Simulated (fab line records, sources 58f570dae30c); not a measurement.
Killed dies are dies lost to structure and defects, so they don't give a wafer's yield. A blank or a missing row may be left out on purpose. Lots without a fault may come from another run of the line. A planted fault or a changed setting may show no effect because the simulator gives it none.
Which tool did it? | flow berkeley_cmos170 | 14 lots, 42 wafers sampled, at 7 steps of a route of 331

WHAT THE GAUGES READ, wafer by wafer
UCB170_NLDD_OVL_MEAS_07. Usual: NLDD_OVL 6 nm, standard deviation 5.8.
lot  | measured     | on         | NLDD_OVL (nm) | flag
L327 | day 5 14:24  | overlay-01 | -1 5 0        |
L330 | day 6 23:25  | overlay-02 | 7 1 9         |
L329 | day 6 23:39  | overlay-02 | 18 13 9       |
L332 | day 6 23:57  | overlay-02 | 9 12 10       |
L331 | day 7 12:55  | overlay-02 | 3 3 -7        |
L333 | day 7 13:12  | overlay-01 | 15 9 13       |
L334 | day 8 01:04  | overlay-02 | 6 9 3         |
L337 | day 8 14:19  | overlay-01 | -8 -7 -11     |
L341 | day 9 00:53  | overlay-01 | 4 8 -1        |
L340 | day 9 01:10  | overlay-02 | 5 1 14        |
L344 | day 10 02:56 | overlay-01 | 3 1 4         |
L345 | day 10 11:11 | overlay-02 | 8 1 -2        |
L347 | day 10 16:33 | overlay-02 | 10 6 17       |
L348 | day 11 00:32 | overlay-02 | 1 -4 3        |

UCB170_PSD_OVL_MEAS_07. Usual: PSD_OVL 3 nm, standard deviation 5.4.
lot  | measured     | on         | PSD_OVL (nm) | flag
L327 | day 5 18:44  | overlay-01 | 5 0 4        |
L330 | day 7 04:16  | overlay-02 | 4 -6 -4      |
L329 | day 7 04:23  | overlay-01 | -2 1 0       |
L332 | day 7 04:41  | overlay-01 | 6 10 10      |
L331 | day 7 20:00  | overlay-01 | -1 -1 -4     |
L333 | day 7 20:16  | overlay-02 | 5 1 5        |
L334 | day 8 08:36  | overlay-02 | 7 0 3        |
L337 | day 8 21:26  | overlay-02 | 2 6 0        |
L341 | day 9 08:22  | overlay-01 | -9 -6 -8     |
L340 | day 9 08:30  | overlay-02 | 4 7 11       |
L344 | day 10 08:42 | overlay-01 | 4 8 7        |
L345 | day 10 17:38 | overlay-01 | 1 1 -3       |
L347 | day 10 22:04 | overlay-02 | 4 9 6        |
L348 | day 11 08:50 | overlay-01 | 0 -2 -1      |

UCB170_SDANNEAL_RS_MEAS_02: measures by four-point-probe. Usual: PSD_RS 75.5 ohm/sq, standard deviation 0.39.
lot  | measured     | on            | PSD_RS (ohm/sq) | flag
L327 | day 5 22:14  | film_metro-04 | 76.1 76.1 76.2  |
L330 | day 7 07:48  | film_metro-02 | 75.7 75.4 75.8  |
L329 | day 7 08:13  | film_metro-04 | 75.6 75.1 75.2  |
L332 | day 7 08:08  | film_metro-01 | 75.5 75.5 75.5  |
L331 | day 8 01:06  | film_metro-02 | 75.3 75.5 75.3  |
L333 | day 8 00:56  | film_metro-01 | 75.5 75.7 76.1  |
L334 | day 8 11:29  | film_metro-01 | 75.5 75.2 75.3  |
L337 | day 9 01:32  | film_metro-01 | 75.0 75.3 75.1  |
L341 | day 9 14:10  | film_metro-02 | 69.2 69.1 69.2  | OFF
L340 | day 9 14:22  | film_metro-04 | 70.0 69.9 70.3  | OFF
L344 | day 10 11:52 | film_metro-04 | 76.1 75.9 75.9  |
L345 | day 10 22:31 | film_metro-02 | 75.3 74.9 74.9  |
L347 | day 11 01:10 | film_metro-01 | 75.8 75.4 75.3  |
L348 | day 11 12:16 | film_metro-02 | 76.1 75.5 76.0  |

UCB170_SDANNEAL_RS_MEAS_03: measures by four-point-probe. Usual: NSD_RS 37.26 ohm/sq, standard deviation 0.12.
lot  | measured     | on            | NSD_RS (ohm/sq)   | flag
L327 | day 5 22:21  | film_metro-04 | 37.36 37.30 37.48 |
L330 | day 7 07:55  | film_metro-02 | 37.32 37.22 37.26 |
L329 | day 7 08:20  | film_metro-04 | 37.17 37.18 37.13 |
L332 | day 7 08:15  | film_metro-01 | 37.11 37.07 37.15 |
L331 | day 8 01:13  | film_metro-02 | 37.27 37.21 37.38 |
L333 | day 8 01:04  | film_metro-01 | 37.24 37.31 37.30 |
L334 | day 8 11:36  | film_metro-01 | 37.18 37.23 37.16 |
L337 | day 9 01:39  | film_metro-01 | 37.14 37.27 37.17 |
L341 | day 9 14:17  | film_metro-02 | 35.74 35.75 35.81 | OFF
L340 | day 9 14:29  | film_metro-04 | 36.01 36.11 36.06 | OFF
L344 | day 10 11:59 | film_metro-04 | 37.44 37.39 37.37 |
L345 | day 10 22:38 | film_metro-02 | 37.22 37.19 37.16 |
L347 | day 11 01:17 | film_metro-01 | 37.24 37.14 37.20 |
L348 | day 11 12:23 | film_metro-02 | 37.19 37.23 37.41 |

UCB170_SDANNEAL_RS_MEAS_04: measures by four-point-probe. Usual: PLDD_RS 1032 ohm/sq, standard deviation 3.2.
lot  | measured     | on            | PLDD_RS (ohm/sq) | flag
L327 | day 5 22:28  | film_metro-04 | 1034 1033 1033   |
L330 | day 7 08:02  | film_metro-02 | 1027 1026 1026   |
L329 | day 7 08:28  | film_metro-04 | 1032 1034 1036   |
L332 | day 7 08:22  | film_metro-01 | 1026 1029 1029   |
L331 | day 8 01:20  | film_metro-02 | 1032 1031 1029   |
L333 | day 8 01:11  | film_metro-01 | 1030 1031 1031   |
L334 | day 8 11:43  | film_metro-01 | 1030 1029 1027   |
L337 | day 9 01:46  | film_metro-01 | 1028 1031 1031   |
L341 | day 9 14:24  | film_metro-02 | 1019 1022 1023   | OFF
L340 | day 9 14:36  | film_metro-04 | 1023 1023 1026   |
L344 | day 10 12:07 | film_metro-04 | 1038 1039 1039   |
L345 | day 10 22:46 | film_metro-02 | 1029 1032 1031   |
L347 | day 11 01:24 | film_metro-01 | 1033 1030 1033   |
L348 | day 11 12:31 | film_metro-02 | 1033 1030 1029   |

UCB170_M1_CD_MEAS_09: target cd 700 nm. Usual: cd_nm 700.6 nm, standard deviation 1.4.
lot  | measured     | on        | cd_nm (nm)        | flag
L327 | day 6 04:58  | cd_sem-02 | 702.9 700.8 702.2 |
L330 | day 7 14:20  | cd_sem-01 | 702.2 700.2 700.6 |
L329 | day 7 17:05  | cd_sem-01 | 699.6 701.3 699.8 |
L332 | day 7 17:19  | cd_sem-02 | 699.5 701.0 700.6 |
L331 | day 8 10:05  | cd_sem-01 | 699.3 699.3 699.4 |
L333 | day 8 07:53  | cd_sem-02 | 701.6 702.6 703.9 |
L334 | day 8 19:42  | cd_sem-01 | 697.3 698.4 698.0 |
L337 | day 9 10:58  | cd_sem-02 | 701.0 699.6 700.0 |
L341 | day 10 04:15 | cd_sem-01 | 701.7 702.5 703.4 |
L340 | day 10 04:18 | cd_sem-02 | 700.5 699.1 701.0 |
L344 | day 10 23:37 | cd_sem-02 | 701.8 701.0 701.5 |
L345 | day 11 05:51 | cd_sem-02 | 701.2 700.4 699.7 |
L347 | day 11 09:01 | cd_sem-02 | 700.1 700.2 700.5 |
L348 | day 11 19:22 | cd_sem-01 | 699.9 699.9 700.5 |

WHICH TOOL RAN EACH LOT (tool, then ch and the chambers of the sampled wafers, then the start)
lot  | UCB170_SDANNEAL_RTA_01
L327 | rtp_anneal-01 ch 0, day 5 22:10
L330 | rtp_anneal-01 ch 0, day 7 07:43
L329 | rtp_anneal-01 ch 0, day 7 08:10
L332 | rtp_anneal-02 ch 0, day 7 08:01
L331 | rtp_anneal-02 ch 0, day 8 00:59
L333 | rtp_anneal-01 ch 0, day 8 00:53
L334 | rtp_anneal-02 ch 0, day 8 11:25
L337 | rtp_anneal-01 ch 0, day 9 01:28
L341 | rtp_anneal-01 ch 0, day 9 14:05
L340 | rtp_anneal-01 ch 0, day 9 14:17
L344 | rtp_anneal-02 ch 0, day 10 11:48
L345 | rtp_anneal-02 ch 0, day 10 22:27
L347 | rtp_anneal-02 ch 0, day 11 01:05
L348 | rtp_anneal-02 ch 0, day 11 12:13
- UCB170_SDANNEAL_RTA_01: time 5 s.

WHAT THE TOOLS THEMSELVES READ (means of the sampled wafers that have a number; where no wafer has one, the mark that the record gives instead)
UCB170_SDANNEAL_RTA_01. Usual: lamp_power_pct 37.5 %, standard deviation 0.89; wafer_temp_C_max 1055.2, standard deviation 1.4.
lot  | tool          | lamp_power_pct (%) | wafer_temp_C_max | flag
L327 | rtp_anneal-01 | 36.7               | 1054.6           |
L330 | rtp_anneal-01 | 36.6               | 1054.1           |
L329 | rtp_anneal-01 | 36.6               | 1054.7           |
L332 | rtp_anneal-02 | 38.5               | 1056.1           |
L331 | rtp_anneal-02 | 38.4               | 1057.1           |
L333 | rtp_anneal-01 | 36.7               | 1054.1           |
L334 | rtp_anneal-02 | 38.4               | 1055.8           |
L337 | rtp_anneal-01 | 36.7               | 1053.7           |
L341 | rtp_anneal-01 | 36.7               | 1053.8           |
L340 | rtp_anneal-01 | 36.6               | 1054.7           |
L344 | rtp_anneal-02 | 38.4               | 1055.5           |
L345 | rtp_anneal-02 | 38.5               | 1056.5           |
L347 | rtp_anneal-02 | 38.4               | 1056.8           |
L348 | rtp_anneal-02 | 38.4               | 1056.3           |

THE ANSWER, worked out from the rows above alone
Rule: a lot is off if the mean of its wafers that have a number lies more than 3 standard deviations from the usual mean. A lot without any number at a reading at which 4 lots or more have one is off too. The other lots that the step has rows for count as sound. The gauges are gone through in route order, then the tools' own readings, and for those a lot's mean is taken as printed above. The first step at which some lot is off is used, and at that step the reading that is off furthest; a lot without a number counts as furthest.
Off: L341, L340, at UCB170_SDANNEAL_RS_MEAS_02 (PSD_RS).
A tool fits if, at a process step before that reading, it ran every lot that is off, and no sound lot after the first of them. The gauges at UCB170_SDANNEAL_RS_MEAS_02 are tried like those tools. One fits: rtp_anneal-01 at UCB170_SDANNEAL_RTA_01. Its last sound lot is L337 (day 9 01:28), its first lot that is off L341 (day 9 14:05): a fault that began between those two fits.

WHAT THE SIMULATOR HAD PUT IN
Process parameter drift: rtp_anneal-01, from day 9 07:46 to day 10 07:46, at UCB170_SDANNEAL_RTA_01. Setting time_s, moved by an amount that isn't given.
Lots struck among those shown: L341, L340. The rule above found the same.
